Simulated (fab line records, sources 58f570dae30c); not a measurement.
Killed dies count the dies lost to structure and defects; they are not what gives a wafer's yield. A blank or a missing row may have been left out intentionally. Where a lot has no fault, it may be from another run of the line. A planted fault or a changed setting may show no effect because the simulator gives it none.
What tool caused it? / flow berkeley-cmos170 / Sampling: 15 lots, 45 wafers, 4 of 331 route steps

== WHAT THE GAUGES READ, wafer by wafer ==
The record holds no reading of a measuring or inspecting step that can be judged against a usual standard deviation.

== WHAT TOOL EACH LOT RAN ON (gives the tool, then ch and the chambers of the sampled wafers, and finally the start) ==
lot=L306; UCB170_PWELL_STRIP_16=plasma-asher-01 ch 0,1, day 3 03:02; UCB170_NVT_STRIP_08=plasma-asher-02 ch 0,1, day 6 00:40; UCB170_GATE_ETCH_15=rie-si-02 ch 1,3, day 6 21:04; UCB170_BACKSIDE_STRIP_03=plasma-asher-01 ch 0,1, day 7 12:20
lot=L307; UCB170_PWELL_STRIP_16=plasma-asher-01 ch 0,1, day 3 03:20; UCB170_NVT_STRIP_08=plasma-asher-02 ch 0,1, day 6 00:18; UCB170_GATE_ETCH_15=rie-si-01 ch 0,2,3, day 6 20:59; UCB170_BACKSIDE_STRIP_03=plasma-asher-02 ch 0,1, day 7 12:39
lot=L309; UCB170_PWELL_STRIP_16=plasma-asher-04 ch 0,1, day 3 12:36; UCB170_NVT_STRIP_08=plasma-asher-01 ch 0,1, day 6 09:16; UCB170_GATE_ETCH_15=rie-si-02 ch 0,3, day 7 02:20; UCB170_BACKSIDE_STRIP_03=plasma-asher-01 ch 0,1, day 7 21:07
lot=L308; UCB170_PWELL_STRIP_16=plasma-asher-03 ch 0,1, day 3 12:49; UCB170_NVT_STRIP_08=plasma-asher-03 ch 0,1, day 6 09:01; UCB170_GATE_ETCH_15=rie-si-02 ch 0,2,3, day 6 20:48; UCB170_BACKSIDE_STRIP_03=plasma-asher-02 ch 0,1, day 7 12:10
lot=L311; UCB170_PWELL_STRIP_16=plasma-asher-03 ch 0,1, day 4 01:50; UCB170_NVT_STRIP_08=plasma-asher-02 ch 0,1, day 7 04:02; UCB170_GATE_ETCH_15=rie-si-02 ch 1,3, day 7 22:17; UCB170_BACKSIDE_STRIP_03=plasma-asher-04 ch 0,1, day 8 14:35
lot=L310; UCB170_PWELL_STRIP_16=plasma-asher-04 ch 0,1, day 4 02:07; UCB170_NVT_STRIP_08=plasma-asher-01 ch 0,1, day 7 04:19; UCB170_GATE_ETCH_15=rie-si-01 ch 0,2,3, day 7 22:02; UCB170_BACKSIDE_STRIP_03=plasma-asher-02 ch 0,1, day 8 14:49
lot=L313; UCB170_PWELL_STRIP_16=plasma-asher-01 ch 0,1, day 4 18:02; UCB170_NVT_STRIP_08=plasma-asher-03 ch 0,1, day 7 15:31; UCB170_GATE_ETCH_15=rie-si-01 ch 0,2,3, day 8 07:25; UCB170_BACKSIDE_STRIP_03=plasma-asher-01 ch 0,1, day 9 05:02
lot=L315; UCB170_PWELL_STRIP_16=plasma-asher-01 ch 0,1, day 5 01:07; UCB170_NVT_STRIP_08=plasma-asher-02 ch 0,1, day 7 14:53; UCB170_GATE_ETCH_15=rie-si-02 ch 1,3, day 8 07:08; UCB170_BACKSIDE_STRIP_03=plasma-asher-02 ch 1, day 9 04:55
lot=L317; UCB170_PWELL_STRIP_16=plasma-asher-03 ch 0,1, day 5 12:56; UCB170_NVT_STRIP_08=plasma-asher-03 ch 0,1, day 9 01:41; UCB170_GATE_ETCH_15=rie-si-01 ch 0,3, day 9 22:20; UCB170_BACKSIDE_STRIP_03=plasma-asher-01 ch 0,1, day 10 12:33
lot=L316; UCB170_PWELL_STRIP_16=plasma-asher-04 ch 0,1, day 5 13:04; UCB170_NVT_STRIP_08=plasma-asher-01 ch 0,1, day 9 01:48; UCB170_GATE_ETCH_15=rie-si-02 ch 1,2,3, day 9 22:06; UCB170_BACKSIDE_STRIP_03=plasma-asher-04 ch 0,1, day 10 12:52
lot=L318; UCB170_PWELL_STRIP_16=plasma-asher-04 ch 0,1, day 5 20:13; UCB170_NVT_STRIP_08=plasma-asher-02 ch 0,1, day 9 06:46; UCB170_GATE_ETCH_15=rie-si-02 ch 0,1,2, day 10 00:45; UCB170_BACKSIDE_STRIP_03=plasma-asher-01 ch 0,1, day 10 13:02
lot=L319; UCB170_PWELL_STRIP_16=plasma-asher-03 ch 0,1, day 5 20:49; UCB170_NVT_STRIP_08=plasma-asher-02 ch 0,1, day 9 01:55; UCB170_GATE_ETCH_15=rie-si-01 ch 0,2,3, day 9 21:52; UCB170_BACKSIDE_STRIP_03=plasma-asher-04 ch 0,1, day 10 12:25
lot=L320; UCB170_PWELL_STRIP_16=plasma-asher-04 ch 0,1, day 6 07:58; UCB170_NVT_STRIP_08=plasma-asher-03 ch 0,1, day 9 19:55; UCB170_GATE_ETCH_15=rie-si-02 ch 1,2, day 10 12:43; UCB170_BACKSIDE_STRIP_03=plasma-asher-02 ch 0, day 11 05:40
lot=L322; UCB170_PWELL_STRIP_16=plasma-asher-03 ch 0,1, day 7 00:47; UCB170_NVT_STRIP_08=plasma-asher-01 ch 0,1, day 10 02:56; UCB170_GATE_ETCH_15=rie-si-02 ch 0,1,3, day 10 20:07; UCB170_BACKSIDE_STRIP_03=plasma-asher-02 ch 0,1, day 11 15:22
lot=L328; UCB170_PWELL_STRIP_16=plasma-asher-04 ch 0,1, day 7 21:46; UCB170_NVT_STRIP_08=plasma-asher-03 ch 0,1, day 11 10:26; UCB170_GATE_ETCH_15=rie-si-01 ch 0,1, day 12 03:08; UCB170_BACKSIDE_STRIP_03=plasma-asher-01 ch 0,1, day 12 23:14
- UCB170_PWELL_STRIP_16: strips in O2.
- UCB170_NVT_STRIP_08: strips in O2.
- UCB170_GATE_ETCH_15: etches poly-Si in HBr/Cl2, stops on SiO2, time 56.3 s, target depth 278.2 nm.
- UCB170_BACKSIDE_STRIP_03: strips in O2.

== AS READ BY THE TOOLS THEMSELVES (means over the sampled wafers that have a number; for cases with no such wafer, the mark the record gives instead) ==
UCB170_PWELL_STRIP_16. Usual: drypump-motor-current-A 5.6 A, standard deviation 0.35; oes-product-au 0.721 a.u., standard deviation 0.0049; strip-time-to-endpoint-s 18.08 s, standard deviation 0.077.
lot=L306; tool=plasma-asher-01; drypump-motor-current-A (A)=5.2; oes-product-au (a.u.)=0.721; strip-time-to-endpoint-s (s)=18.12; flag=
lot=L307; tool=plasma-asher-01; drypump-motor-current-A (A)=5.2; oes-product-au (a.u.)=0.723; strip-time-to-endpoint-s (s)=18.14; flag=
lot=L309; tool=plasma-asher-04; drypump-motor-current-A (A)=5.7; oes-product-au (a.u.)=0.719; strip-time-to-endpoint-s (s)=18.08; flag=
lot=L308; tool=plasma-asher-03; drypump-motor-current-A (A)=5.5; oes-product-au (a.u.)=0.721; strip-time-to-endpoint-s (s)=18.14; flag=
lot=L311; tool=plasma-asher-03; drypump-motor-current-A (A)=5.5; oes-product-au (a.u.)=0.718; strip-time-to-endpoint-s (s)=18.02; flag=
lot=L310; tool=plasma-asher-04; drypump-motor-current-A (A)=5.9; oes-product-au (a.u.)=0.719; strip-time-to-endpoint-s (s)=18.09; flag=
lot=L313; tool=plasma-asher-01; drypump-motor-current-A (A)=5.2; oes-product-au (a.u.)=0.722; strip-time-to-endpoint-s (s)=17.97; flag=
lot=L315; tool=plasma-asher-01; drypump-motor-current-A (A)=5.3; oes-product-au (a.u.)=0.727; strip-time-to-endpoint-s (s)=18.08; flag=
lot=L317; tool=plasma-asher-03; drypump-motor-current-A (A)=5.5; oes-product-au (a.u.)=0.719; strip-time-to-endpoint-s (s)=18.08; flag=
lot=L316; tool=plasma-asher-04; drypump-motor-current-A (A)=5.8; oes-product-au (a.u.)=0.727; strip-time-to-endpoint-s (s)=18.03; flag=
lot=L318; tool=plasma-asher-04; drypump-motor-current-A (A)=5.9; oes-product-au (a.u.)=0.724; strip-time-to-endpoint-s (s)=18.07; flag=
lot=L319; tool=plasma-asher-03; drypump-motor-current-A (A)=5.7; oes-product-au (a.u.)=0.724; strip-time-to-endpoint-s (s)=18.05; flag=
lot=L320; tool=plasma-asher-04; drypump-motor-current-A (A)=5.9; oes-product-au (a.u.)=0.720; strip-time-to-endpoint-s (s)=17.97; flag=
lot=L322; tool=plasma-asher-03; drypump-motor-current-A (A)=5.7; oes-product-au (a.u.)=0.724; strip-time-to-endpoint-s (s)=18.06; flag=
lot=L328; tool=plasma-asher-04; drypump-motor-current-A (A)=5.9; oes-product-au (a.u.)=0.719; strip-time-to-endpoint-s (s)=18.09; flag=

UCB170_NVT_STRIP_08. Usual: drypump-motor-current-A 5.6 A, standard deviation 0.4; oes-product-au 0.735 a.u., standard deviation 0.0043; strip-time-to-endpoint-s 21.63 s, standard deviation 0.057.
lot=L306; tool=plasma-asher-02; drypump-motor-current-A (A)=6.0; oes-product-au (a.u.)=0.732; strip-time-to-endpoint-s (s)=21.61; flag=
lot=L307; tool=plasma-asher-02; drypump-motor-current-A (A)=6.0; oes-product-au (a.u.)=0.736; strip-time-to-endpoint-s (s)=21.71; flag=
lot=L309; tool=plasma-asher-01; drypump-motor-current-A (A)=5.4; oes-product-au (a.u.)=0.732; strip-time-to-endpoint-s (s)=21.66; flag=
lot=L308; tool=plasma-asher-03; drypump-motor-current-A (A)=5.7; oes-product-au (a.u.)=0.733; strip-time-to-endpoint-s (s)=21.53; flag=
lot=L311; tool=plasma-asher-02; drypump-motor-current-A (A)=5.7; oes-product-au (a.u.)=0.740; strip-time-to-endpoint-s (s)=21.61; flag=
lot=L310; tool=plasma-asher-01; drypump-motor-current-A (A)=5.3; oes-product-au (a.u.)=0.735; strip-time-to-endpoint-s (s)=21.64; flag=
lot=L313; tool=plasma-asher-03; drypump-motor-current-A (A)=5.5; oes-product-au (a.u.)=0.733; strip-time-to-endpoint-s (s)=21.64; flag=
lot=L315; tool=plasma-asher-02; drypump-motor-current-A (A)=5.7; oes-product-au (a.u.)=0.734; strip-time-to-endpoint-s (s)=21.63; flag=
lot=L317; tool=plasma-asher-03; drypump-motor-current-A (A)=5.7; oes-product-au (a.u.)=0.732; strip-time-to-endpoint-s (s)=21.57; flag=
lot=L316; tool=plasma-asher-01; drypump-motor-current-A (A)=5.4; oes-product-au (a.u.)=0.735; strip-time-to-endpoint-s (s)=21.63; flag=
lot=L318; tool=plasma-asher-02; drypump-motor-current-A (A)=6.0; oes-product-au (a.u.)=0.734; strip-time-to-endpoint-s (s)=21.53; flag=
lot=L319; tool=plasma-asher-02; drypump-motor-current-A (A)=6.0; oes-product-au (a.u.)=0.734; strip-time-to-endpoint-s (s)=21.65; flag=
lot=L320; tool=plasma-asher-03; drypump-motor-current-A (A)=5.4; oes-product-au (a.u.)=0.740; strip-time-to-endpoint-s (s)=21.67; flag=
lot=L322; tool=plasma-asher-01; drypump-motor-current-A (A)=5.4; oes-product-au (a.u.)=0.734; strip-time-to-endpoint-s (s)=21.71; flag=
lot=L328; tool=plasma-asher-03; drypump-motor-current-A (A)=5.4; oes-product-au (a.u.)=0.738; strip-time-to-endpoint-s (s)=21.69; flag=

UCB170_GATE_ETCH_15. Usual: drypump-motor-current-A 5.7 A, standard deviation 0.45; he-backside-leak-sccm 2.64 sccm, standard deviation 0.26; oes-product-au 0.831 a.u., standard deviation 0.017; throttle-valve-pct 26.41 %, standard deviation 0.25.
lot=L306; tool=rie-si-02; drypump-motor-current-A (A)=5.3; he-backside-leak-sccm (sccm)=2.77; oes-product-au (a.u.)=0.820; throttle-valve-pct (%)=26.62; flag=
lot=L307; tool=rie-si-01; drypump-motor-current-A (A)=6.0; he-backside-leak-sccm (sccm)=2.82; oes-product-au (a.u.)=0.842; throttle-valve-pct (%)=26.34; flag=
lot=L309; tool=rie-si-02; drypump-motor-current-A (A)=5.6; he-backside-leak-sccm (sccm)=2.56; oes-product-au (a.u.)=0.817; throttle-valve-pct (%)=26.74; flag=
lot=L308; tool=rie-si-02; drypump-motor-current-A (A)=5.8; he-backside-leak-sccm (sccm)=2.45; oes-product-au (a.u.)=0.831; throttle-valve-pct (%)=26.44; flag=
lot=L311; tool=rie-si-02; drypump-motor-current-A (A)=5.4; he-backside-leak-sccm (sccm)=2.78; oes-product-au (a.u.)=0.811; throttle-valve-pct (%)=26.72; flag=
lot=L310; tool=rie-si-01; drypump-motor-current-A (A)=6.0; he-backside-leak-sccm (sccm)=2.84; oes-product-au (a.u.)=0.832; throttle-valve-pct (%)=26.34; flag=
lot=L313; tool=rie-si-01; drypump-motor-current-A (A)=6.0; he-backside-leak-sccm (sccm)=2.85; oes-product-au (a.u.)=0.837; throttle-valve-pct (%)=26.34; flag=
lot=L315; tool=rie-si-02; drypump-motor-current-A (A)=5.4; he-backside-leak-sccm (sccm)=2.65; oes-product-au (a.u.)=0.826; throttle-valve-pct (%)=26.72; flag=
lot=L317; tool=rie-si-01; drypump-motor-current-A (A)=5.8; he-backside-leak-sccm (sccm)=2.73; oes-product-au (a.u.)=0.841; throttle-valve-pct (%)=26.27; flag=
lot=L316; tool=rie-si-02; drypump-motor-current-A (A)=5.6; he-backside-leak-sccm (sccm)=2.69; oes-product-au (a.u.)=0.827; throttle-valve-pct (%)=26.42; flag=
lot=L318; tool=rie-si-02; drypump-motor-current-A (A)=5.7; he-backside-leak-sccm (sccm)=2.51; oes-product-au (a.u.)=0.945; throttle-valve-pct (%)=26.35; flag=OFF
lot=L319; tool=rie-si-01; drypump-motor-current-A (A)=6.0; he-backside-leak-sccm (sccm)=2.81; oes-product-au (a.u.)=0.835; throttle-valve-pct (%)=26.34; flag=
lot=L320; tool=rie-si-02; drypump-motor-current-A (A)=5.5; he-backside-leak-sccm (sccm)=2.81; oes-product-au (a.u.)=0.959; throttle-valve-pct (%)=26.34; flag=OFF
lot=L322; tool=rie-si-02; drypump-motor-current-A (A)=5.5; he-backside-leak-sccm (sccm)=2.57; oes-product-au (a.u.)=0.942; throttle-valve-pct (%)=26.64; flag=OFF
lot=L328; tool=rie-si-01; drypump-motor-current-A (A)=5.3; he-backside-leak-sccm (sccm)=2.65; oes-product-au (a.u.)=0.837; throttle-valve-pct (%)=26.26; flag=

UCB170_BACKSIDE_STRIP_03. Usual: drypump-motor-current-A 5.7 A, standard deviation 0.37; oes-product-au 0.735 a.u., standard deviation 0.0044; strip-time-to-endpoint-s 21.99 s, standard deviation 0.066.
lot=L306; tool=plasma-asher-01; drypump-motor-current-A (A)=5.4; oes-product-au (a.u.)=0.733; strip-time-to-endpoint-s (s)=21.96; flag=
lot=L307; tool=plasma-asher-02; drypump-motor-current-A (A)=6.0; oes-product-au (a.u.)=0.737; strip-time-to-endpoint-s (s)=21.80; flag=
lot=L309; tool=plasma-asher-01; drypump-motor-current-A (A)=5.4; oes-product-au (a.u.)=0.731; strip-time-to-endpoint-s (s)=22.06; flag=
lot=L308; tool=plasma-asher-02; drypump-motor-current-A (A)=6.0; oes-product-au (a.u.)=0.733; strip-time-to-endpoint-s (s)=21.99; flag=
lot=L311; tool=plasma-asher-04; drypump-motor-current-A (A)=5.8; oes-product-au (a.u.)=0.736; strip-time-to-endpoint-s (s)=22.03; flag=
lot=L310; tool=plasma-asher-02; drypump-motor-current-A (A)=5.7; oes-product-au (a.u.)=0.737; strip-time-to-endpoint-s (s)=22.00; flag=
lot=L313; tool=plasma-asher-01; drypump-motor-current-A (A)=5.2; oes-product-au (a.u.)=0.730; strip-time-to-endpoint-s (s)=22.06; flag=
lot=L315; tool=plasma-asher-02; drypump-motor-current-A (A)=6.2; oes-product-au (a.u.)=0.732; strip-time-to-endpoint-s (s)=22.03; flag=
lot=L317; tool=plasma-asher-01; drypump-motor-current-A (A)=5.4; oes-product-au (a.u.)=0.737; strip-time-to-endpoint-s (s)=22.02; flag=
lot=L316; tool=plasma-asher-04; drypump-motor-current-A (A)=5.9; oes-product-au (a.u.)=0.737; strip-time-to-endpoint-s (s)=22.00; flag=
lot=L318; tool=plasma-asher-01; drypump-motor-current-A (A)=5.3; oes-product-au (a.u.)=0.735; strip-time-to-endpoint-s (s)=21.92; flag=
lot=L319; tool=plasma-asher-04; drypump-motor-current-A (A)=5.8; oes-product-au (a.u.)=0.736; strip-time-to-endpoint-s (s)=21.97; flag=
lot=L320; tool=plasma-asher-02; drypump-motor-current-A (A)=5.5; oes-product-au (a.u.)=0.735; strip-time-to-endpoint-s (s)=22.04; flag=
lot=L322; tool=plasma-asher-02; drypump-motor-current-A (A)=5.7; oes-product-au (a.u.)=0.737; strip-time-to-endpoint-s (s)=22.02; flag=
lot=L328; tool=plasma-asher-01; drypump-motor-current-A (A)=5.2; oes-product-au (a.u.)=0.733; strip-time-to-endpoint-s (s)=21.98; flag=

== THE ANSWER, worked out from the rows above alone ==
Rule: a lot is off if the mean of its wafers that have a number lies more than 3 standard deviations from the usual mean. Also off: a lot with no number at a reading for which 4 or more lots have one. The other lots that the step has rows for count as sound. Order of review: gauges by route order, followed by the tools' own readings, for which a lot's mean as printed above is used. At the first step where some lot is off, the reading lying furthest off is the one used; lots without a number count as furthest.
Off: L318, L320, L322 (UCB170_GATE_ETCH_15, oes-product-au).
If a tool, at that step or one of the process steps before it, ran each lot that is off and ran no sound lot following the first of them, it fits. One fits: UCB170_GATE_ETCH_15 on rie-si-02. Its last sound lot is L316 (day 9 22:06), its first lot that is off L318 (day 10 00:45): a fault that began between those two fits.
The tool's own readings at UCB170_GATE_ETCH_15 bear it out: on the lots that are off they differ by more than 5 times the standard deviation of the sound lots' means. oes-product-au reads 0.949 a.u. there against 0.830 a.u. on the sound lots.

== WHAT THE SIMULATOR HAD PUT IN ==
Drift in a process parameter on rie-si-02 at UCB170_GATE_ETCH_15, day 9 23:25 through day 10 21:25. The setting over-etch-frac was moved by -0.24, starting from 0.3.
Shown lots that were struck: L318, L320, L322. The same result came from the rule above.
